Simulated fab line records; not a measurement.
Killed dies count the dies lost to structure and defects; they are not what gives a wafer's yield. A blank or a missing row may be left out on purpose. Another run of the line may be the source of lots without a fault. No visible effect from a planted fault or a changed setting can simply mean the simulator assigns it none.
A lot that was struck, set against a sound lot	flow berkeleyCmos170	16 out of 331 route steps
Sound: wafers L853.2, L853.3, L853.6. Wafers struck: L860.3, L860.4, L860.6. At the end, the cause is stated.
For every step that has rows: the tool of each side, followed by ch and its chambers, followed by its first start. Under that, the readings that differ: sound wafers	struck wafers	difference of the means	sigmas: that difference in standard deviations of wafers without a fault.
alike: a reading whose means differ by less than 2 such deviations, as well as words and numbers matching on both sides. not compared: withheld readings; readings where some wafer has no value; bounds like >300 that might hide an equal value; numbers whose values overlap and for which the record gives no deviation.
A row with sigmas, a row that says differs or no value, or rows on one side alone: a step with any of these is where the two part. Numbers that don't overlap but have no deviation are shown without sigmas and don't part them. A reading that every wafer of one side lacks parts them only if that side has two wafers or more.

UCB170_PWELL_THK_MEAS_03:
  sound on filmMetro-03, day 4 00:23; struck on filmMetro-03, day 5 07:35
  alike: PWELL_OXIDE_THK
then, 2 steps without rows for these wafers: UCB170_PWELL_ANNEAL_04 (time 900 s); UCB170_PWELL_CVD_05 (deposits Si3N4 from SiH2Cl2/NH3, target thk 220 nm, time 3300 s).
UCB170_PWELL_THK_MEAS_06:
  sound on filmMetro-02, day 4 10:41; struck on filmMetro-03, day 5 15:06
  alike: PWELL_NITRIDE_THK
then, 6 steps without rows for these wafers: UCB170_PWELL_HMDS_07 (prime time 60 s); UCB170_PWELL_COAT_08 (resist thk 900 nm); UCB170_PWELL_SOFTBAKE_09 (time 60 s); UCB170_PWELL_EXPOSE_10 (exposes mask PWELL, target cd 3000 nm); UCB170_PWELL_PEB_11; UCB170_PWELL_DEVELOP_12 (develop time 45 s).
UCB170_PWELL_OVL_MEAS_13:
  sound on overlay-01, day 4 12:09; struck on overlay-02, day 5 15:59
  alike: PWELL_OVL
UCB170_PWELL_ETCH_14: etches Si3N4 in CH3F/Ar/O2, stops on SiO2, target depth 242 nm, time 151 s.
  sound on rieDiel-04 ch 0,1,2, day 4 12:11; struck on rieDiel-04 ch 2,3, day 5 16:01
  alike: CH3F_flow_sccm, drypumpMotorCurrentA, oesProductAu, throttleValvePct
  not compared: rfHoursCounterH
UCB170_PWELL_IMPLANT_15:
  sound on implanter-01 ch 0, day 4 12:18; struck on implanter-04 ch 0, day 5 16:10
reading	sound	struck	difference	sigmas
doseIonsCm2	4.995e+12 4.993e+12 4.996e+12	4.403e+12 4.405e+12 4.405e+12	-5.903e+11	-94
faradayCurrentUA	15.3 15.8 15.7	13.8 13.6 13.7	-1.9	-6
UCB170_PWELL_STRIP_16: strips in O2.
  sound on plasmaAsher-02 ch 0,1, day 4 12:26; struck on plasmaAsher-02 ch 0,1, day 5 16:18
  alike: drypumpMotorCurrentA, oesProductAu, stripTimeToEndpointS
  not compared: rfHoursCounterH
UCB170_PWELL_TW_MEAS_17:
  sound on filmMetro-03, day 4 12:32; struck on filmMetro-02, day 5 16:37
reading	sound	struck	difference	sigmas
PWELL_TW	382.2 383.0 381.2	361.2 361.8 360.1	-21.1	-7
  not compared: hold
UCB170_M3_PROBE_99:
  the record holds rows for the sound wafers here (prober-02, day 9 19:01) but none for the struck ones

== WHERE THEY PART ==
Last at UCB170_M3_PROBE_99 as far as this record goes, first at UCB170_PWELL_IMPLANT_15.

WHY: what the simulator had put in
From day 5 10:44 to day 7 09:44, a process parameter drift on implanter-04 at UCB170_PWELL_IMPLANT_15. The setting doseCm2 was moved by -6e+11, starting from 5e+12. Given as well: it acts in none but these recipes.
